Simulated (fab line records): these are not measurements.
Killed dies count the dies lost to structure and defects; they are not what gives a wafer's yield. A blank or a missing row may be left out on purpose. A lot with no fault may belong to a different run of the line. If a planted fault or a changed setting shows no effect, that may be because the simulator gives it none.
2 desks, one fault    flow berkeley_cmos170    numbers are kept per desk, each desk with only its own; the story behind them comes last

THE METROLOGY DESK
What the gauges read for every lot (on any tool): the sampled wafers with a number, averaged. Any lot whose mean is over 4 standard deviations away from the usual mean is out of limits and marked OUT; that distance is given in the brackets.
Columns: A = SCREENOX_OXIDE_THK at UCB170_SCREENOX_THK_MEAS_02, usual 14.18 nm; B = GATE_OXIDE_THK at UCB170_GATE_THK_MEAS_02, usual 6.56 nm; C = cd_nm at UCB170_PLDD_CD_MEAS_06, usual 1199.8 nm
lot   first seen here  A      B               C
L488  day 6 02:37      14.26  6.54            1198.7
L486  day 6 02:40      14.05  6.73            1197.9
L487  day 6 02:44      14.22  6.56            1199.4
L485  day 6 02:47      14.30  6.31            1199.2
L489  day 6 13:37      13.91  6.49            1199.3
L490  day 6 23:03      13.48  6.56            1199.3
L493  day 6 23:04      14.14  6.39            1199.9
L491  day 6 23:07      14.00  6.53            1198.6
L494  day 7 10:01      13.98  8.85 (+21) OUT  1199.3
L495  day 7 10:04      13.95  8.82 (+21) OUT  1201.6
L496  day 8 02:40      14.15  8.90 (+21) OUT  1200.4
L501  day 8 12:33      14.12  6.55            1198.7
L502  day 8 12:37      14.43  6.60            1200.4
L508  day 10 07:25     14.29  6.83            1199.0
This desk's finding: out of limits on L494, L495, L496; first on L495, day 8 01:03 (GATE_OXIDE_THK at UCB170_GATE_THK_MEAS_02). L488, L486, L487, L485, L489, L490, L493, L491, L501, L502, L508 stayed within limits.

AT THE TOOL OWNER'S DESK: furnace-04
The tool's own readings at UCB170_GATE_OXIDATION_01 (target thk 6.6 nm, ox time 1800 s): means of the sampled wafers that have a number, for each lot that ran on this tool. Any lot whose mean is over 4 standard deviations away from the usual mean is out of limits and marked OUT; that distance is given in the brackets.
Columns: A = ox_temp_c at UCB170_GATE_OXIDATION_01, usual 850.0 C; B = ox_temp_c_max at UCB170_GATE_OXIDATION_01, usual 854.9; C = zone_power_centre_pct at UCB170_GATE_OXIDATION_01, usual 39.2 %
lot   first seen here  A      B      C
L490  day 7 09:11      849.6  853.9  40.8
L491  day 7 09:11      849.7  854.9  41.4
L493  day 7 09:11      850.1  855.7  40.4
L494  day 7 23:32      850.2  855.4  41.3
L495  day 7 23:32      849.7  854.2  41.1
L496  day 8 12:03      850.2  855.4  41.5
Result from this desk: across the 6 lots, nothing is out of limits.

ALL TOGETHER
The metrology desk could have raised an alarm at day 8 01:03, on L494, L495, L496.
Nothing out of limits was seen by the tool owner's desk.
Tool owner's desk: L494, L495, L496 on record, inside its limits.
The lots listed all ran UCB170_GATE_OXIDATION_01 on furnace-04.

WHAT THE SIMULATOR HAD PUT IN
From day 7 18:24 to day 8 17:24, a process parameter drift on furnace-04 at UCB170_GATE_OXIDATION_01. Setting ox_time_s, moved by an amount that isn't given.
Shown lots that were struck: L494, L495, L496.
Hours from the fault's start to each desk's first reading out of limits: the metrology desk, 7.
